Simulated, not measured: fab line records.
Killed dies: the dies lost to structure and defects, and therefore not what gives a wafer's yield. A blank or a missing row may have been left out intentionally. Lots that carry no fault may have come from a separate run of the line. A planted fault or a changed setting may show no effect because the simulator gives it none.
A single fault, viewed from 2 desks | flow berkeley-cmos170 | numbers are kept per desk, each desk with only its own; the story behind them comes last

FOR THE TOOL OWNER'S DESK: litho-track-03
The tool's own readings at UCB170_PVT_COAT_01 (resist thk 900 nm): means of the sampled wafers that have a number, for each lot that ran on this tool. If a lot's mean is further than 4 standard deviations from the usual mean, the lot is out of limits and carries the mark OUT (the distance appears in the brackets).
Columns: A = exhaust-pa at UCB170_PVT_COAT_01, usual 45.0 Pa; B = spin-speed-rpm at UCB170_PVT_COAT_01, usual 1500.1 rpm
lot  | first seen here | A    | B
L806 | day 5 13:56     | 45.6 | 1500.8
L807 | day 6 01:13     | 44.5 | 1499.3
L809 | day 6 08:17     | 44.9 | 1499.6
L814 | day 7 09:40     | 45.0 | 1639.1 (+99 or more) OUT
L818 | day 7 16:12     | 44.8 | 1641.0 (+99 or more) OUT
This desk finds L814, L818 out of limits, L814 being first, at day 7 09:40 (spin-speed-rpm at UCB170_PVT_COAT_01). L806, L807, L809: within limits.

THE METROLOGY DESK
Lot by lot, what the gauges showed, no matter which tool ran the lot: averages of those sampled wafers that carry a number. If a lot's mean is further than 4 standard deviations from the usual mean, the lot is out of limits and carries the mark OUT (the distance appears in the brackets).
Columns: A = SACOX_OXIDE_THK at UCB170_SACOX_THK_MEAS_02, usual 14.26 nm; B = SCREENOX_OXIDE_THK at UCB170_SCREENOX_THK_MEAS_02, usual 14.2 nm; C = FIELD_OXIDE_LEFT_2_THK at UCB170_FIELD_THK_MEAS_91, usual 347 nm
lot  | first seen here | A     | B    | C
L805 | day 4 17:57     | 14.23 | 14.3 | 357
L806 | day 5 03:19     | 14.65 | 14.2 | 333
L807 | day 5 12:14     | 14.52 | 13.7 | 343
L810 | day 5 23:53     | 14.12 | 14.3 | 348
L808 | day 5 23:53     | 14.11 | 14.0 | 350
L809 | day 5 23:53     | 14.35 | 13.8 | 349
L811 | day 6 05:21     | 14.33 | 14.0 | 352
L814 | day 6 20:46     | 14.37 | 14.4 | 343
L817 | day 7 07:51     | 14.26 | 14.4 | 338
L818 | day 7 07:52     | 14.27 | 13.7 | 339
L819 | day 7 22:55     | 14.44 | 14.1 | 352
L822 | day 8 15:56     | 14.19 | 14.3 | 358
L823 | day 8 15:58     | 14.31 | 13.9 | 359
L825 | day 9 10:34     | 13.91 | 13.8 | 342
Finding of this desk: none of the 14 lots has anything out of limits.

PUT TOGETHER
The tool owner's desk had the chance to raise an alarm at day 7 09:40 on L814, L818.
Metrology desk: nothing out of limits seen.
The metrology desk holds a record of L814, L818, inside its limits.
UCB170_PVT_COAT_01 was run on litho-track-03 by each of the lots named.

WHAT HAD BEEN PUT IN BY THE SIMULATOR
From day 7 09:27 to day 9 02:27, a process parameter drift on litho-track-03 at UCB170_PVT_COAT_01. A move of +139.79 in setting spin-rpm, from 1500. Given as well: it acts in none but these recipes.
Lots struck among those shown: L814, L818.
Time in hours from fault onset to the first out-of-limits reading at each desk: the tool owner's desk, 0.
